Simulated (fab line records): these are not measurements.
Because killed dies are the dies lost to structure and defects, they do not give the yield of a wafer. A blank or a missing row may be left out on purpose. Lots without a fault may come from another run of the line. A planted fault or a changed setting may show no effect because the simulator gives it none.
Problem report in the 8D (eight disciplines) form, filled by code :: flow berkeley-cmos170 :: the parts of the form that need people (team, actions taken, sign-off) are left out

== 1. PROBLEM STATEMENT ==
cd-nm at UCB170_PSD_CD_MEAS_06 reads a mean of 1094.0 nm on 6 wafers of 2 lots; wafers without a fault read 1200.4 nm with a standard deviation of 1.4. Relative to the usual mean, that is a shift of -76 standard deviations.
The step: target cd 1200 nm.
First observed at day 10 16:29: wafer L894.3, on cd-sem-01. At this step, 42 wafers from 14 lots have a number in the record. Rule for "out" (also "out of limits"): further than 4 standard deviations from the usual mean. The other wafers with a number count as sound.

== 2. WHAT IT IS, AND WHAT IT ISN'T ==
question: which readings at this step
is: cd-nm
is not: -

question: which lots
is: L894, L896
is not: L882, L884, L885, L886, L888, L890, L891, L892, L893, L897, L904, L905

question: which wafers of those lots
is: all that have a number
is not: -

question: read on which gauges
is: cd-sem-01
is not: cd-sem-02

question: when
is: from day 10 16:29
is not: up to then (30 sound wafers); but 6 sound wafers of L904, L905 came after

== 3. THE SUSPECTS, EACH WITH WHAT RULES IT OUT ==
Counting: a tool stays on the suspect list if, at a process step up to the reading, it processed all lots that are out and no sound lot following the first of them.
- ruled out: the gauge at UCB170_PSD_CD_MEAS_06. All the wafers that are out were read on cd-sem-01, but those of them that UCB170_PSD_PEB_04 has rows for are out there too, on other tools.
- litho-track-04 at UCB170_PSD_PEB_04: kept. Every lot that is out went through it, starting with L894 (day 10 16:13), and after that it ran no sound lot; the last sound lot it ran before then is L892 (day 10 12:28). Its own readings are out on those wafers: heater-power-total-W, plate-temp-C.
After counting, what remains is litho-track-04 at UCB170_PSD_PEB_04.

== 4. THE CAUSE (what the simulator had put in) ==
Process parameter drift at UCB170_PSD_PEB_04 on litho-track-04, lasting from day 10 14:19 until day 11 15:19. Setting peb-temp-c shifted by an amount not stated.
The count eliminated every tool but this one.

== 5. SEQUENCE OF EFFECTS, ordered by route ==
Each row: a reading where the mean over the struck wafers with a number is more than 3 standard deviations away from the usual. Scope: only readings with a usual standard deviation given in the record; hours: median across lots of the time from each lot's start at the first step in this table that gives one to its start at this step; sigmas: change in usual standard deviations.
hours: 0
step: UCB170_PSD_PEB_04
reading: heater-power-total-W
usual: 56.81 W
on struck wafers: 50.93
change: -5.88
sigmas: -99 or more

hours: 0
step: UCB170_PSD_PEB_04
reading: plate-temp-C
usual: 130.00 C
on struck wafers: 119.67
change: -10.33
sigmas: -79

hours: 0
step: UCB170_PSD_CD_MEAS_06
reading: cd-nm
usual: 1200.4 nm
on struck wafers: 1094.0
change: -106.4
sigmas: -76
The process steps in it:
- UCB170_PSD_PEB_04
At these later measuring or inspecting steps, every struck wafer for which the step has a row has a number for every such reading, and none has moved that far: UCB170_PSD_TW_MEAS_10.

== 6. WHAT WOULD HAVE CAUGHT IT SOONER ==
2 hours passed between the start of the fault at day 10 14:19 and the first reading out of limits at a measuring or inspecting step in this record, taken at day 10 16:29.
Tool's own readings at UCB170_PSD_PEB_04, heater-power-total-W, plate-temp-C: out on all struck wafers the step has rows for; an alarm limit on them would have tripped on the first.
L896, from the lots that are out (2), started UCB170_PSD_PEB_04 on litho-track-04 later than day 10 16:29. A tool hold placed at that time would have kept it from harm.
